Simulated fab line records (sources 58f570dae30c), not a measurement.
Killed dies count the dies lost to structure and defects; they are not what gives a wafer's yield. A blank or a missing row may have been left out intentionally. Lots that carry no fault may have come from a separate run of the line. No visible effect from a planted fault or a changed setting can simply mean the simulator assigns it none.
Which tool is to blame?    flow berkeley_cmos170    7 lots with 21 wafers sampled at 2 steps, on a route of 331 steps

WHAT THE GAUGES READ, wafer by wafer
UCB170_NLDD_OVL_MEAS_07.
lot   measured      on          NLDD_OVL (nm)
L857  day 7 12:15   overlay-01  -4 -12 3
L860  day 8 02:38   overlay-02  -9 -1 5
L862  day 8 10:11   overlay-02  9 19 11
L864  day 8 22:04   overlay-02  6 -1 8
L868  day 9 23:55   overlay-01  1 8 0
L867  day 10 00:08  overlay-02  -9 5 -2
L874  day 11 08:47  overlay-02  329 322 316

WHAT TOOL EACH LOT RAN ON (gives the tool, then ch and the chambers of the sampled wafers, and finally the start)
lot   UCB170_NLDD_EXPOSE_03
L857  krf_scanner-01 ch 0, day 7 11:45
L860  krf_scanner-01 ch 0, day 8 01:56
L862  krf_scanner-02 ch 0, day 8 09:41
L864  krf_scanner-01 ch 0, day 8 21:26
L868  krf_scanner-01 ch 0, day 9 23:26
L867  krf_scanner-02 ch 0, day 9 23:38
L874  krf_scanner-01 ch 0, day 11 08:12
- UCB170_NLDD_EXPOSE_03: exposes mask NSELECT, target cd 1200 nm.

THE ANSWER, worked out from the rows above alone
Rule: usual is defined by the lots themselves. The widest of any qualifying gaps counts: lots, ordered by their means at a reading, are off when they make up no more than a third of the lots, leave a main group of 4 or more, and stand apart from it by 3 or more times the standard deviation of that group's means. The tables above print the reading to a certain number of digits; a main group whose means all agree to those digits is not used. A lot without any number at a reading at which 4 lots or more have one is off too. Any other lot the step has rows for is counted as sound.
Off: L874, seen at UCB170_NLDD_OVL_MEAS_07 (NLDD_OVL). Mean 2 nm and standard deviation 5.7 in the main group.
If a tool, at a process step before that reading, ran all the lots that are off and no sound lot after the first of them, it fits. Those tools and the gauges at UCB170_NLDD_OVL_MEAS_07 are tried in the same way. 2 tools fit, krf_scanner-01 at UCB170_NLDD_EXPOSE_03 and overlay-02 at UCB170_NLDD_OVL_MEAS_07, so this cannot tell which one it is.

WHAT THE SIMULATOR PUT IN
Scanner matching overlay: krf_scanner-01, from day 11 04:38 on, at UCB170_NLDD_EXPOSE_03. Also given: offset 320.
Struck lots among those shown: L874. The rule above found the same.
